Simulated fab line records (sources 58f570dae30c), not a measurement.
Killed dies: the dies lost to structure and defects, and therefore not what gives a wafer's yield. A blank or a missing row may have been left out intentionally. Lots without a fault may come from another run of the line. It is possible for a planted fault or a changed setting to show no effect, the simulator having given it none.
2 desks looking at one fault || flow berkeleyCmos170 || every desk sees just its own numbers, and what lay behind them comes last

## METROLOGY DESK
Lot by lot, what the gauges showed, no matter which tool ran the lot: averages of those sampled wafers that carry a number. A lot is out of limits, marked OUT, if its mean lies more than 4 standard deviations from the usual mean; the brackets give that distance.
Columns: A = SACOX_OXIDE_THK at UCB170_SACOX_THK_MEAS_02, usual 14.26 nm; B = GATE_OXIDE_THK at UCB170_GATE_THK_MEAS_02, usual 6.58 nm; C = cdNm at UCB170_GATE_CD_MEAS_12, usual 350.1 nm
{"lot": "L482", "first seen here": "day 4 17:57", "A": 14.23, "B": 6.60, "C": 348.6}
{"lot": "L483", "first seen here": "day 5 03:19", "A": 14.65, "B": 6.66, "C": 349.7}
{"lot": "L484", "first seen here": "day 5 12:14", "A": 14.52, "B": 6.71, "C": 351.3}
{"lot": "L487", "first seen here": "day 5 23:53", "A": 14.12, "B": 6.30, "C": 351.2}
{"lot": "L485", "first seen here": "day 5 23:53", "A": 14.11, "B": 6.50, "C": 350.8}
{"lot": "L486", "first seen here": "day 5 23:53", "A": 14.35, "B": 6.52, "C": 349.2}
{"lot": "L488", "first seen here": "day 6 05:21", "A": 14.33, "B": 6.63, "C": 350.6}
{"lot": "L489", "first seen here": "day 6 10:16", "A": 14.18, "B": 6.70, "C": 350.6}
{"lot": "L491", "first seen here": "day 6 20:46", "A": 14.37, "B": 6.77, "C": 349.7}
{"lot": "L493", "first seen here": "day 7 07:50", "A": 13.67, "B": 6.63, "C": 352.2}
{"lot": "L495", "first seen here": "day 7 07:52", "A": 14.27, "B": 6.60, "C": 349.9}
{"lot": "L501", "first seen here": "day 8 15:55", "A": 14.55, "B": 6.54, "C": "326.9 (-15) OUT"}
{"lot": "L500", "first seen here": "day 8 15:58", "A": 14.31, "B": 6.62, "C": 348.9}
{"lot": "L503", "first seen here": "day 9 10:34", "A": 13.81, "B": 6.60, "C": "323.7 (-18) OUT"}
Finding of this desk: L501, L503 out of limits; the first was L501 at day 9 11:55, on cdNm at UCB170_GATE_CD_MEAS_12. L482, L483, L484, L487, L485, L486, L488, L489, L491, L493, L495, L500 stayed within limits.

## AT THE TOOL OWNER'S DESK: lithoTrack-01
The tool's own readings at UCB170_GATE_SOFTBAKE_08 (time 60 s): means of the sampled wafers that have a number, for each lot that ran on this tool. A lot is out of limits, marked OUT, if its mean lies more than 4 standard deviations from the usual mean; the brackets give that distance.
Columns: A = chillPlateTempC at UCB170_GATE_SOFTBAKE_08, usual 22.98 C; B = heaterPowerTotalW at UCB170_GATE_SOFTBAKE_08, usual 56.80 W; C = plateTempC at UCB170_GATE_SOFTBAKE_08, usual 130.03 C
{"lot": "L484", "first seen here": "day 6 13:00", "A": 22.98, "B": 56.77, "C": 129.97}
{"lot": "L485", "first seen here": "day 6 20:00", "A": 22.91, "B": 56.83, "C": 130.02}
{"lot": "L491", "first seen here": "day 7 19:00", "A": 22.92, "B": 56.81, "C": 130.08}
{"lot": "L501", "first seen here": "day 9 10:00", "A": 23.08, "B": "61.85 (+99 or more) OUT", "C": "138.90 (+55) OUT"}
{"lot": "L503", "first seen here": "day 10 10:00", "A": 22.98, "B": "61.83 (+99 or more) OUT", "C": "138.66 (+54) OUT"}
Finding of this desk: L501, L503 out of limits; the first was L501 at day 9 10:00, on heaterPowerTotalW at UCB170_GATE_SOFTBAKE_08. L484, L485, L491 stayed within limits.

## BROUGHT TOGETHER
An alarm could have come from the tool owner's desk at day 9 10:00, on L501, L503.
At day 9 11:55 the metrology desk could have sounded an alarm, on L501, L503.
Of the lots named, all ran UCB170_GATE_SOFTBAKE_08 on lithoTrack-01.

## WHAT THE SIMULATOR HAD PUT IN
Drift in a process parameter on lithoTrack-01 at UCB170_GATE_SOFTBAKE_08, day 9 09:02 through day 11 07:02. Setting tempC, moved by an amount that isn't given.
Lots struck among those shown: L501, L503.
Time in hours from fault onset to the first out-of-limits reading at each desk: tool owner's desk 1, metrology desk 3.
